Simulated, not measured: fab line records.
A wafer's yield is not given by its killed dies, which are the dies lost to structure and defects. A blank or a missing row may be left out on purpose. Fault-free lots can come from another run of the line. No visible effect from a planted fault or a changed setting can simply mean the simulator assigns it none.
fab line records | flow ritCmos
record: lots: 7 | wafers: 21 | lastDay: 7
route steps=202 shown CONTACT@170 M1@202
lots untouched by any fault: they come from a run of this same line in which no faults occurred
startH: hours from the record's opening day to when the first of the lot's shown wafers began | waitH: hours elapsed since this lot's preceding step | " same as the row above | L1.1+2: several wafers, shown together as one row | - either no value or no given start | * or withheld: withheld | < > ~ a bound
route shown NAME@n: names a module that has steps shown in the file, with the first one's number in the route | usual: the fault-free wafers' mean and standard deviation | same: alike in all rows | chamber/n: place in a boat | sites: per-site readings | _std_site: their standard deviation | _edge_site: the outer-site mean with the inner-site mean subtracted | radiusMm: how far each site lies from the wafer's centre | mask NAME#n: copy n | behind: tool/chamber where the wafer was last shaped | hold: why the lot went on hold/how many hours it stayed there/how the hold came to an end | device: which transistor (n, p or np) failed to switch | end of line: the tests these same wafers got at the end of their route | step lacking rows: just its recipe | killed: not the wafer's yield, but the dies lost to structure and defects at the first sort | map: a wafer's dies, marking killed ones x, the rest . and places with no die _
set.NAME: the run value of the setting; set.NAME@STEP: its run value at that earlier step | model.NAME: the simulator's own value behind a step, which no gauge read
lots at selected steps of the route; one table per step, one row per wafer
services: a tool's chamber out of use, with start hour (startH, from the record's first day; less than 0 if before it), hours out, and reason
== steps ==
step: RIT_CONTACT_HMDS_02
recipe: primeTimeS: 60 | primeTempC: 140
step: RIT_CONTACT_COAT_03
recipe: resist: NOVOLAK | spinRpm: 3250 | resistThkNm: 1000
step: RIT_CONTACT_SOFTBAKE_04
recipe: resist: NOVOLAK | tempC: 90 | timeS: 60
step: RIT_CONTACT_EXPOSE_05
recipe: maskId: M11 | na: 0.6 | sourceShape: conventional | sigmaOuter: 0.5 | targetCdNm: 1000 | doseMj: 250
step: RIT_CONTACT_PEB_06
recipe: resist: NOVOLAK | tempC: withheld | timeS: withheld
step: RIT_CONTACT_DEVELOP_07
recipe: resist: NOVOLAK | developTimeS: 121.9 | devTempC: 23
step: RIT_CONTACT_CD_MEAS_08
recipe: targetCdNm: 1000
usual: cdNm: 1000.4/2.1
lot.wafer | tool     | chamber | startH | waitH | cdNm
L318.3    | cdSem-02 | -       | 57.11  | -     | 1000.0
L318.4    | "        | -       | "      | "     | 1000.5
L318.6    | "        | -       | "      | "     | 999.1
L321.2    | cdSem-01 | -       | 71.74  | -     | 1002.7
L321.5    | "        | -       | "      | "     | 1002.8
L321.6    | "        | -       | "      | "     | 1002.2
L322.4    | cdSem-01 | -       | 81.62  | -     | 997.7
L322.5    | "        | -       | "      | "     | 998.9
L322.6    | "        | -       | "      | "     | 999.7
L323.1    | cdSem-02 | -       | 82.97  | -     | 998.0
L323.4    | "        | -       | "      | "     | 998.8
L323.5    | "        | -       | "      | "     | 999.1
L324.4    | cdSem-02 | -       | 87.08  | -     | 999.2
L324.5    | "        | -       | "      | "     | 1001.1
L324.6    | "        | -       | "      | "     | 1002.3
L331.2    | cdSem-02 | -       | 127.27 | -     | 999.8
L331.3    | "        | -       | "      | "     | 1000.8
L331.6    | "        | -       | "      | "     | 1000.0
L337.1    | cdSem-02 | -       | 155.39 | -     | 1002.2
L337.2    | "        | -       | "      | "     | 1000.3
L337.5    | "        | -       | "      | "     | 1001.5
step: RIT_CONTACT_OVL_MEAS_09
usual: CONTACT_OVL: 0.3/1.4
lot.wafer | tool       | chamber | startH | waitH | CONTACT_OVL[nm]
L318.3    | overlay-02 | -       | 57.20  | 0.1   | -1.1
L318.4    | "          | -       | "      | "     | -2.9
L318.6    | "          | -       | "      | "     | -1.2
L321.2    | overlay-01 | -       | 71.85  | 0.1   | -1.8
L321.5    | "          | -       | "      | "     | -2.8
L321.6    | "          | -       | "      | "     | -0.2
L322.4    | overlay-01 | -       | 81.70  | 0.1   | -0.9
L322.5    | "          | -       | "      | "     | 2.5
L322.6    | "          | -       | "      | "     | 0.7
L323.1    | overlay-02 | -       | 83.09  | 0.1   | 3.2
L323.4    | "          | -       | "      | "     | 1.0
L323.5    | "          | -       | "      | "     | 1.8
L324.4    | overlay-02 | -       | 87.16  | 0.1   | -2.9
L324.5    | "          | -       | "      | "     | -0.5
L324.6    | "          | -       | "      | "     | -0.3
L331.2    | overlay-02 | -       | 127.38 | 0.1   | -0.8
L331.3    | "          | -       | "      | "     | 1.3
L331.6    | "          | -       | "      | "     | -2.7
L337.1    | overlay-01 | -       | 155.51 | 0.1   | 1.4
L337.2    | "          | -       | "      | "     | 0.2
L337.5    | "          | -       | "      | "     | -0.8
step: RIT_CONTACT_HARDBAKE_10
recipe: resist: NOVOLAK | tempC: 140 | timeS: 60
step: RIT_CONTACT_ETCH_11
recipe: targetDepthA: 4800 | overEtchFrac: 0.2 | stopOn: TiSi2 | chemistry: CHF3/CF4/Ar | target: SiO2 | CHF3_flow_sccm: 50 | cf4FlowSccm: 10 | Ar_flow_sccm: 100 | O2_flow_sccm: 5 | pressureMtorr: 100 | rfW: 200 | timeS: 320
usual: chamberPressureMTorr: 100.01/0.089 | drypumpMotorCurrentA: 5.8/0.43 | oesProductAu: 1.001/0.012 | throttleValvePct: 8.82/0.12
lot.wafer | tool       | chamber | startH | waitH | chamberPressureMTorr | drypumpMotorCurrentA | oesProductAu | rfHoursCounterH | throttleValvePct
L318.3    | rieDiel-04 | 3       | 57.38  | 0.1   | 100.07               | 5.6                  | 1.000        | 8               | 8.68
L318.4    | "          | 1       | "      | "     | 99.93                | 6.1                  | 1.018        | 112             | 9.00
L318.6    | "          | 1       | "      | "     | 99.98                | 6.1                  | 1.012        | -               | 9.00
L321.2    | rieDiel-03 | 2       | 72.03  | 0.1   | 99.93                | 5.3                  | 0.987        | 111             | 8.68
L321.5    | "          | 2       | "      | "     | 99.98                | 5.3                  | 1.000        | -               | 8.71
L321.6    | "          | 0       | "      | "     | 100.07               | 5.9                  | 1.016        | -               | 8.70
L322.4    | rieDiel-04 | 0       | 81.87  | 0.1   | 100.00               | 5.1                  | 1.010        | 143             | 8.83
L322.5    | "          | 0       | "      | "     | 100.04               | 5.1                  | 1.001        | -               | 8.82
L322.6    | "          | 3       | "      | "     | 100.11               | 5.5                  | 0.998        | -               | 8.69
L323.1    | rieDiel-03 | 2       | 83.27  | 0.1   | 99.98                | 5.3                  | 0.997        | 112             | 8.69
L323.4    | "          | 1       | "      | "     | 100.02               | 6.0                  | 0.999        | -               | 8.61
L323.5    | "          | 0       | "      | "     | 100.04               | 5.8                  | 1.011        | -               | 8.72
L324.4    | rieDiel-04 | 3       | 87.33  | 0.1   | 100.01               | 5.5                  | 1.001        | 8               | 8.70
L324.5    | "          | 2       | "      | "     | 100.07               | 6.0                  | 0.997        | -               | 8.99
L324.6    | "          | 1       | "      | "     | 100.01               | 6.1                  | 1.014        | -               | 9.00
L331.2    | rieDiel-04 | 1       | 127.56 | 0.1   | 99.98                | 6.0                  | 1.002        | 113             | 9.00
L331.3    | "          | 3       | "      | "     | 99.97                | 5.6                  | 0.996        | 9               | 8.69
L331.6    | "          | 1       | "      | "     | 100.11               | 6.1                  | 1.012        | -               | 8.99
L337.1    | rieDiel-01 | 0       | 155.70 | 0.1   | 99.95                | 6.8                  | 1.016        | 1               | 8.83
L337.2    | "          | 1       | "      | "     | 99.97                | 5.6                  | 0.961        | 0               | 8.71
L337.5    | "          | 0       | "      | "     | 100.14               | 6.8                  | 1.025        | -               | 8.80
step: RIT_CONTACT_STRIP_12
recipe: chemistry: O2 | timeS: 180 | resist: NOVOLAK | platenTempC: withheld | powerW: 500 | pressureMtorr: 4000 | o2FlowSccm: 4000
usual: chamberPressureMTorr: 4000/3.6 | drypumpMotorCurrentA: 5.94/0.28
lot.wafer | tool           | chamber | startH | waitH | chamberPressureMTorr | drypumpMotorCurrentA | rfHoursCounterH
L318.3    | plasmaAsher-01 | 1       | 57.63  | 0.2   | 3993                 | 5.69                 | -
L318.4    | "              | 0       | "      | "     | 4001                 | 6.31                 | -
L318.6    | "              | 1       | "      | "     | 3999                 | 5.73                 | -
L321.2    | plasmaAsher-03 | 0       | 72.32  | 0.2   | 3994                 | 5.59                 | 41
L321.5    | "              | 1       | "      | "     | 3996                 | 6.02                 | -
L321.6    | "              | 0       | "      | "     | 4005                 | 5.59                 | -
L322.4    | plasmaAsher-01 | 1       | 82.12  | 0.2   | 4004                 | 5.72                 | -
L322.5    | "              | 1       | "      | "     | 3992                 | 5.72                 | -
L322.6    | "              | 0       | "      | "     | 4002                 | 6.30                 | -
L323.1    | plasmaAsher-01 | 1       | 83.47  | 0.1   | 4006                 | 5.75                 | 44
L323.4    | "              | 1       | "      | "     | 3997                 | 5.76                 | -
L323.5    | "              | 1       | "      | "     | 3999                 | 5.74                 | -
L324.4    | plasmaAsher-01 | 1       | 87.58  | 0.2   | 4003                 | 5.71                 | -
L324.5    | "              | 1       | "      | "     | 4000                 | 5.73                 | -
L324.6    | "              | 0       | "      | "     | 4004                 | 6.29                 | -
L331.2    | plasmaAsher-03 | 0       | 127.75 | 0.1   | 3996                 | 5.57                 | 48
L331.3    | "              | 0       | "      | "     | 4004                 | 5.58                 | -
L331.6    | "              | 0       | "      | "     | 4003                 | 5.57                 | -
L337.1    | plasmaAsher-03 | 0       | 155.89 | 0.1   | 4005                 | 5.62                 | 51
L337.2    | "              | 1       | "      | "     | 3998                 | 6.08                 | 51
L337.5    | "              | 0       | "      | "     | 3999                 | 5.59                 | -
step: RIT_CONTACT_CD_MEAS_90
recipe: targetCdNm: 1000
usual: cdNm: 1000.4/2.2
lot.wafer | tool     | chamber | startH | waitH | cdNm
L318.3    | cdSem-02 | -       | 57.79  | 0.1   | 1000.0
L318.4    | "        | -       | "      | "     | 1001.2
L318.6    | "        | -       | "      | "     | 999.6
L321.2    | cdSem-02 | -       | 72.52  | 0.1   | 1002.9
L321.5    | "        | -       | "      | "     | 1002.7
L321.6    | "        | -       | "      | "     | 1001.8
L322.4    | cdSem-01 | -       | 82.30  | 0.1   | 997.9
L322.5    | "        | -       | "      | "     | 999.1
L322.6    | "        | -       | "      | "     | 999.5
L323.1    | cdSem-01 | -       | 83.64  | 0.1   | 997.7
L323.4    | "        | -       | "      | "     | 998.6
L323.5    | "        | -       | "      | "     | 998.8
L324.4    | cdSem-02 | -       | 87.76  | 0.1   | 999.1
L324.5    | "        | -       | "      | "     | 1000.0
L324.6    | "        | -       | "      | "     | 1003.0
L331.2    | cdSem-01 | -       | 127.95 | 0.1   | 999.8
L331.3    | "        | -       | "      | "     | 1001.5
L331.6    | "        | -       | "      | "     | 1000.1
L337.1    | cdSem-02 | -       | 156.06 | 0.1   | 1002.5
L337.2    | "        | -       | "      | "     | 1000.8
L337.5    | "        | -       | "      | "     | 1001.9
step: RIT_CONTACT_CLEAN_13
recipe: chemistry: SC1 | mix: 3:3:50 | timeS: 600 | tempC: 75
usual: runLengthS: 627/3.2
lot.wafer | tool        | chamber | startH | waitH | runLengthS
L318.3    | wetBench-01 | 3       | 57.87  | 0.1   | 625
L318.4    | "           | 3       | "      | "     | 625
L318.6    | "           | 3       | "      | "     | 625
L321.2    | wetBench-02 | 2       | 72.62  | 0.1   | 721
L321.5    | "           | 2       | "      | "     | 721
L321.6    | "           | 2       | "      | "     | 721
L322.4    | wetBench-01 | 2       | 82.36  | 0.0   | 625
L322.5    | "           | 2       | "      | "     | 625
L322.6    | "           | 2       | "      | "     | 625
L323.1    | wetBench-02 | 0       | 83.76  | 0.1   | 722
L323.4    | "           | 0       | "      | "     | 722
L323.5    | "           | 0       | "      | "     | 722
L324.4    | wetBench-02 | 1       | 87.82  | 0.0   | 730
L324.5    | "           | 1       | "      | "     | 730
L324.6    | "           | 1       | "      | "     | 730
L331.2    | wetBench-03 | 1       | 128.05 | 0.1   | 623
L331.3    | "           | 1       | "      | "     | 623
L331.6    | "           | 1       | "      | "     | 623
L337.1    | wetBench-02 | 0       | 156.18 | 0.1   | 627
L337.2    | "           | 0       | "      | "     | 627
L337.5    | "           | 0       | "      | "     | 627
step: RIT_CONTACT_CLEAN_14
recipe: chemistry: SC2 | mix: 3:3:50 | timeS: 600 | tempC: 75 | dry: n2Spin
step: RIT_M1_PROBE_99
usual: killedAtContacts: 0.1/0.31 | killedAtFrontEnd: 7/3.3 | killedDies: 7/3.3 | killedOpen: 3.4/2.2 | killedShort: 3.5/2
same: grossDies: 264 | killed_at_M0_to_M3: 0 | killed_at_M4_up: 0 | killedAtBackSide: 0 | killedAtOther: 0
lot.wafer | tool      | chamber | startH | waitH | killedAtContacts | killedAtFrontEnd | killedDies | killedOpen | killedShort
L318.3    | prober-01 | -       | 62.74  | 0.2   | 0                | 6                | 6          | 3          | 3
L318.4    | prober-01 | -       | 62.79  | 0.2   | 0                | 6                | 6          | 3          | 3
L318.6    | prober-01 | -       | 62.89  | 0.2   | 0                | 14               | 14         | 11         | 3
L321.2    | prober-01 | -       | 77.16  | 0.1   | 0                | 6                | 6          | 5          | 1
L321.5    | prober-01 | -       | 77.31  | 0.2   | 0                | 6                | 6          | 5          | 1
L321.6    | prober-01 | -       | 77.36  | 0.2   | 0                | 11               | 11         | 4          | 7
L322.4    | prober-02 | -       | 86.89  | 0.2   | 0                | 8                | 8          | 0          | 8
L322.5    | prober-02 | -       | 86.94  | 0.2   | 1                | 9                | 10         | 5          | 5
L322.6    | prober-02 | -       | 86.99  | 0.2   | 0                | 4                | 4          | 3          | 1
L323.1    | prober-01 | -       | 88.25  | 0.1   | 0                | 9                | 9          | 7          | 2
L323.4    | prober-01 | -       | 88.40  | 0.2   | 0                | 4                | 4          | 3          | 1
L323.5    | prober-01 | -       | 88.45  | 0.2   | 0                | 8                | 8          | 2          | 6
L324.4    | prober-02 | -       | 92.51  | 0.2   | 0                | 11               | 11         | 7          | 4
L324.5    | prober-02 | -       | 92.56  | 0.2   | 0                | 14               | 14         | 6          | 8
L324.6    | prober-02 | -       | 92.61  | 0.2   | 0                | 7                | 7          | 4          | 3
L331.2    | prober-01 | -       | 132.46 | 0.1   | 1                | 3                | 4          | 1          | 3
L331.3    | prober-01 | -       | 132.51 | 0.2   | 0                | 4                | 4          | 2          | 2
L331.6    | prober-01 | -       | 132.66 | 0.2   | 0                | 0                | 0          | 0          | 0
L337.1    | prober-01 | -       | 160.69 | 0.1   | 1                | 8                | 9          | 4          | 5
L337.2    | prober-01 | -       | 160.74 | 0.1   | 0                | 5                | 5          | 3          | 2
L337.5    | prober-01 | -       | 160.89 | 0.2   | 0                | 5                | 5          | 3          | 2
killed by level:class
L318.3 SILICIDE:geometricParticle:open=2 REOX:geometricParticle:short=1 SPACER:geometricParticle:open=1 SPACER:geometricParticle:short=1 SILICIDE:geometricParticle:short=1
L318.4 FOX1:geometricParticle:open=1 FOX1:geometricParticle:short=1 FOX2:geometricParticle:short=1 FOX2:geometricParticle:open=1 GATE:geometricParticle:open=1 SPACER:geometricParticle:short=1
L318.6 GATE:geometricParticle:open=6 FOX1:geometricParticle:open=3 FOX2:geometricParticle:short=1 GATE:geometricParticle:short=1 REOX:geometricParticle:open=1 SILICIDE:geometricParticle:short=1 SILICIDE:geometricParticle:open=1
L321.2 SPACER:geometricParticle:open=3 GATE:geometricParticle:open=2 SILICIDE:geometricParticle:short=1
L321.5 GATE:geometricParticle:open=5 GATE:geometricParticle:short=1
L321.6 GATE:geometricParticle:short=5 SILICIDE:geometricParticle:short=2 GATE:geometricParticle:open=2 FOX2:geometricParticle:open=1 SILICIDE:geometricParticle:open=1
L322.4 GATE:geometricParticle:short=3 FOX1:geometricParticle:short=2 FOX2:geometricParticle:short=2 REOX:geometricParticle:short=1
L322.5 GATE:geometricParticle:short=2 GATE:geometricParticle:open=2 SPACER:geometricParticle:open=2 FOX2:geometricParticle:short=1 REOX:geometricParticle:open=1 SPACER:geometricParticle:short=1 CONTACT:geometricParticle:short=1
L322.6 GATE:geometricParticle:open=2 FOX2:geometricParticle:open=1 REOX:geometricParticle:short=1
L323.1 FOX2:geometricParticle:open=4 GATE:geometricParticle:open=2 FOX1:geometricParticle:short=1 GATE:geometricParticle:short=1 SPACER:geometricParticle:open=1
L323.4 GATE:geometricParticle:open=2 FOX1:geometricParticle:short=1 FOX1:geometricParticle:open=1
L323.5 FOX1:geometricParticle:short=2 REOX:geometricParticle:short=2 SILICIDE:geometricParticle:short=2 FOX1:geometricParticle:open=1 SILICIDE:geometricParticle:open=1
L324.4 FOX1:geometricParticle:open=3 FOX1:geometricParticle:short=2 GATE:geometricParticle:open=2 SILICIDE:geometricParticle:open=2 GATE:geometricParticle:short=1 SILICIDE:geometricParticle:short=1
L324.5 FOX1:geometricParticle:short=3 GATE:geometricParticle:open=3 GATE:geometricParticle:short=3 SILICIDE:geometricParticle:open=2 FOX1:geometricParticle:open=1 REOX:geometricParticle:short=1 SILICIDE:geometricParticle:short=1
L324.6 SILICIDE:geometricParticle:open=2 GATE:geometricParticle:open=1 GATE:geometricParticle:short=1 REOX:geometricParticle:short=1 SPACER:geometricParticle:open=1 SILICIDE:geometricParticle:short=1
L331.2 GATE:geometricParticle:short=1 SPACER:geometricParticle:open=1 SPACER:geometricParticle:short=1 CONTACT:geometricParticle:short=1
L331.3 FOX1:geometricParticle:open=1 GATE:geometricParticle:short=1 GATE:geometricParticle:open=1 REOX:geometricParticle:short=1
L331.6
L337.1 FOX2:geometricParticle:open=2 FOX1:geometricParticle:short=1 GATE:geometricParticle:open=1 REOX:geometricParticle:short=1 REOX:geometricParticle:open=1 SPACER:geometricParticle:short=1 SILICIDE:geometricParticle:short=1 CONTACT:geometricParticle:short=1
L337.2 FOX1:geometricParticle:open=1 GATE:geometricParticle:open=1 GATE:geometricParticle:short=1 REOX:geometricParticle:open=1 SILICIDE:geometricParticle:short=1
L337.5 FOX1:geometricParticle:open=1 FOX1:geometricParticle:short=1 GATE:geometricParticle:open=1 SPACER:geometricParticle:open=1 SILICIDE:geometricParticle:short=1
== services ==
tool           | chamber | startH | hours | kind
plasmaAsher-03 | -       | 37.01  | 14.6  | pm
plasmaAsher-01 | -       | 46.03  | 5.1   | repair
rieDiel-03     | 2       | 50.43  | 5.5   | repair
rieDiel-01     | 0       | 53.63  | -     | clean
rieDiel-01     | 0       | 53.63  | 18.6  | scheduledDown
rieDiel-01     | 0       | 53.63  | 18.6  | ventCycle
rieDiel-04     | -       | 59.02  | 0.9   | repair
rieDiel-03     | 1       | 69.09  | 9.3   | repair
rieDiel-03     | 3       | 69.48  | 14.2  | repair
rieDiel-01     | 0       | 89.70  | 8.6   | repair
rieDiel-04     | 0       | 93.81  | 9.9   | repair
rieDiel-04     | 1       | 96.48  | 6.6   | repair
plasmaAsher-01 | -       | 105.73 | 12.0  | repair
rieDiel-04     | -       | 107.45 | 0.5   | repair
plasmaAsher-01 | -       | 117.71 | 9.0   | pm
plasmaAsher-01 | 0       | 117.71 | 9.0   | ventCycle
plasmaAsher-01 | 1       | 117.71 | 9.0   | ventCycle
plasmaAsher-01 | 0       | 126.71 | -     | clean
plasmaAsher-01 | 1       | 126.71 | -     | clean
rieDiel-01     | 1       | 130.41 | -     | clean
rieDiel-01     | 1       | 130.41 | 15.5  | scheduledDown
rieDiel-01     | 1       | 130.41 | 15.5  | ventCycle
rieDiel-03     | 0       | 142.34 | 7.7   | repair
rieDiel-01     | 3       | 151.37 | -     | clean
== key ==
firstSign: step: RIT_CONTACT_CLEAN_13 | reading: runLengthS | direction: up | sigmas: 31 | usual: * | struck: *
effect none on later readings
metAt RIT_CONTACT_CLEAN_13
struckWafers L321.2,L321.5,L321.6,L323.1,L323.4,L323.5,L324.4,L324.5,L324.6
testerLeftOut L321,L323,L324
fault: kind: processParameterDrift | tool: wetBench-02 | chamber: - | onsetH: 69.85 | steps: RIT_CONTACT_CLEAN_13 | channel: timeS | offset: * | shape: step | endH: 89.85 | actsIn: * | stated: *
testerLeftOut: of these lots the tester's yield and bins aren't shown, on N5 and GAA mostly nor the transistor test; their killed dies are dies lost to structure and defects alone, not to doping, threshold or leakage, so they don't give the yield
